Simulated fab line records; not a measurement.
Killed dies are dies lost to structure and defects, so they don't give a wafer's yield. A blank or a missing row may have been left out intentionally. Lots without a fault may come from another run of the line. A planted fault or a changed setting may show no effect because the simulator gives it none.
Which tool was responsible? / flow berkeley cmos170 / 13 lots with 39 wafers sampled at 3 steps, on a route of 331 steps

## WHAT EACH GAUGE READ, for each wafer
UCB170_M1_RS_MEAS_01: measurement is done with a four-point probe.
lot=L982; measured=day 7 21:49; on=film metro-03; M1_AL_RS (ohm/sq)=0.0489 0.0485 0.0490
lot=L981; measured=day 7 23:06; on=film metro-01; M1_AL_RS (ohm/sq)=0.0483 0.0481 0.0486
lot=L983; measured=day 8 01:55; on=film metro-03; M1_AL_RS (ohm/sq)=0.0488 0.0495 0.0492
lot=L985; measured=day 8 07:05; on=film metro-03; M1_AL_RS (ohm/sq)=0.0487 0.0483 0.0485
lot=L984; measured=day 8 08:15; on=film metro-01; M1_AL_RS (ohm/sq)=0.0482 0.0487 0.0485
lot=L986; measured=day 8 09:41; on=film metro-04; M1_AL_RS (ohm/sq)=0.0488 0.0490 0.0485
lot=L987; measured=day 8 15:34; on=film metro-04; M1_AL_RS (ohm/sq)=0.0487 0.0490 0.0485
lot=L996; measured=day 11 01:34; on=film metro-03; M1_AL_RS (ohm/sq)=0.0487 0.0251 0.0251
lot=L998; measured=day 11 04:32; on=film metro-01; M1_AL_RS (ohm/sq)=0.0485 0.0252 0.0490
lot=L100; measured=day 11 23:02; on=film metro-04; M1_AL_RS (ohm/sq)=0.0485 0.0492 0.0490
lot=L101; measured=day 12 01:03; on=film metro-01; M1_AL_RS (ohm/sq)=0.0483 0.0483 0.0482
lot=L104; measured=day 12 13:47; on=film metro-03; M1_AL_RS (ohm/sq)=0.0490 0.0491 0.0494
lot=L103; measured=day 12 14:21; on=film metro-03; M1_AL_RS (ohm/sq)=0.0495 0.0491 0.0491

UCB170_M1_THK_MEAS_02: measures by xrf.
lot=L982; measured=day 7 21:56; on=film metro-03; M1_AL_THK (nm)=602 605 601
lot=L981; measured=day 7 23:13; on=film metro-01; M1_AL_THK (nm)=605 608 605
lot=L983; measured=day 8 02:02; on=film metro-03; M1_AL_THK (nm)=602 594 599
lot=L985; measured=day 8 07:12; on=film metro-03; M1_AL_THK (nm)=606 609 602
lot=L984; measured=day 8 08:20; on=film metro-01; M1_AL_THK (nm)=606 604 606
lot=L986; measured=day 8 09:49; on=film metro-04; M1_AL_THK (nm)=603 596 604
lot=L987; measured=day 8 15:41; on=film metro-04; M1_AL_THK (nm)=602 597 603
lot=L996; measured=day 11 01:41; on=film metro-03; M1_AL_THK (nm)=602 1168 1165
lot=L998; measured=day 11 04:38; on=film metro-01; M1_AL_THK (nm)=604 1156 597
lot=L100; measured=day 11 23:08; on=film metro-04; M1_AL_THK (nm)=612 606 605
lot=L101; measured=day 12 01:09; on=film metro-01; M1_AL_THK (nm)=605 606 607
lot=L104; measured=day 12 13:55; on=film metro-03; M1_AL_THK (nm)=597 596 591
lot=L103; measured=day 12 14:28; on=film metro-03; M1_AL_THK (nm)=594 597 597

## TOOL THAT RAN EACH LOT (tool first, then ch and the chambers of the sampled wafers, then the start)
lot=L982; UCB170_M1_SPUTTER_00=pvd sputter-01, day 7 21:45
lot=L981; UCB170_M1_SPUTTER_00=pvd sputter-04, day 7 23:02
lot=L983; UCB170_M1_SPUTTER_00=pvd sputter-01, day 8 01:52
lot=L985; UCB170_M1_SPUTTER_00=pvd sputter-04, day 8 07:01
lot=L984; UCB170_M1_SPUTTER_00=pvd sputter-02, day 8 08:04
lot=L986; UCB170_M1_SPUTTER_00=pvd sputter-04, day 8 09:38
lot=L987; UCB170_M1_SPUTTER_00=pvd sputter-01, day 8 15:31
lot=L996; UCB170_M1_SPUTTER_00=pvd sputter-04, day 11 01:30
lot=L998; UCB170_M1_SPUTTER_00=pvd sputter-04, day 11 04:27
lot=L100; UCB170_M1_SPUTTER_00=pvd sputter-01, day 11 22:57
lot=L101; UCB170_M1_SPUTTER_00=pvd sputter-02, day 12 00:57
lot=L104; UCB170_M1_SPUTTER_00=pvd sputter-01, day 12 13:44
lot=L103; UCB170_M1_SPUTTER_00=pvd sputter-02, day 12 14:16
- UCB170_M1_SPUTTER_00: material Al, target thk 600 nm, time 80 s.

## WHAT THE TOOLS THEMSELVES READ (means of the sampled wafers that have a number; where no wafer has one, the mark that the record gives instead)
UCB170_M1_SPUTTER_00.
lot=L982; tool=pvd sputter-01; throttle valve pct (%)=30.7
lot=L981; tool=pvd sputter-04; throttle valve pct (%)=30.0
lot=L983; tool=pvd sputter-01; throttle valve pct (%)=30.4
lot=L985; tool=pvd sputter-04; throttle valve pct (%)=30.1
lot=L984; tool=pvd sputter-02; throttle valve pct (%)=29.4
lot=L986; tool=pvd sputter-04; throttle valve pct (%)=30.6
lot=L987; tool=pvd sputter-01; throttle valve pct (%)=30.4
lot=L996; tool=pvd sputter-04; throttle valve pct (%)=29.7
lot=L998; tool=pvd sputter-04; throttle valve pct (%)=30.2
lot=L100; tool=pvd sputter-01; throttle valve pct (%)=31.7
lot=L101; tool=pvd sputter-02; throttle valve pct (%)=29.3
lot=L104; tool=pvd sputter-01; throttle valve pct (%)=31.5
lot=L103; tool=pvd sputter-02; throttle valve pct (%)=27.8

## THE ANSWER, worked out from the rows above alone
Rule: usual is defined by the lots themselves. The widest of any qualifying gaps counts: lots, ordered by their means at a reading, are off when they make up no more than a third of the lots, leave a main group of 4 or more, and stand apart from it by 3 or more times the standard deviation of that group's means. Not used: any main group whose means are identical at the precision the tables above print for the reading. Also off: a lot with no number at a reading for which 4 or more lots have one. All remaining lots with rows at the step are treated as sound. The gauges are gone through in route order, then the tools' own readings, and for those a lot's mean is taken as printed above. At the first step where some lot is off, the reading lying furthest off is the one used; lots without a number count as furthest.
Off: L996, L998, seen at UCB170_M1_RS_MEAS_01 (M1_AL_RS). Main group: mean 0.0488 ohm/sq, sd 0.00032.
A tool fits if, at a process step before that reading, it ran every lot that is off, and no sound lot after the first of them. The gauges at UCB170_M1_RS_MEAS_01 are tried like those tools. One candidate fits, namely pvd sputter-04 at UCB170_M1_SPUTTER_00. A fault onset in the window from L986 (day 8 09:38, its last sound lot) to L996 (day 11 01:30, its first lot off) fits.

## WHAT THE SIMULATOR HAD INSERTED
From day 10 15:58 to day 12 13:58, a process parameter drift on pvd sputter-04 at UCB170_M1_SPUTTER_00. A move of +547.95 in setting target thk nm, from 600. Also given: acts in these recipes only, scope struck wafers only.
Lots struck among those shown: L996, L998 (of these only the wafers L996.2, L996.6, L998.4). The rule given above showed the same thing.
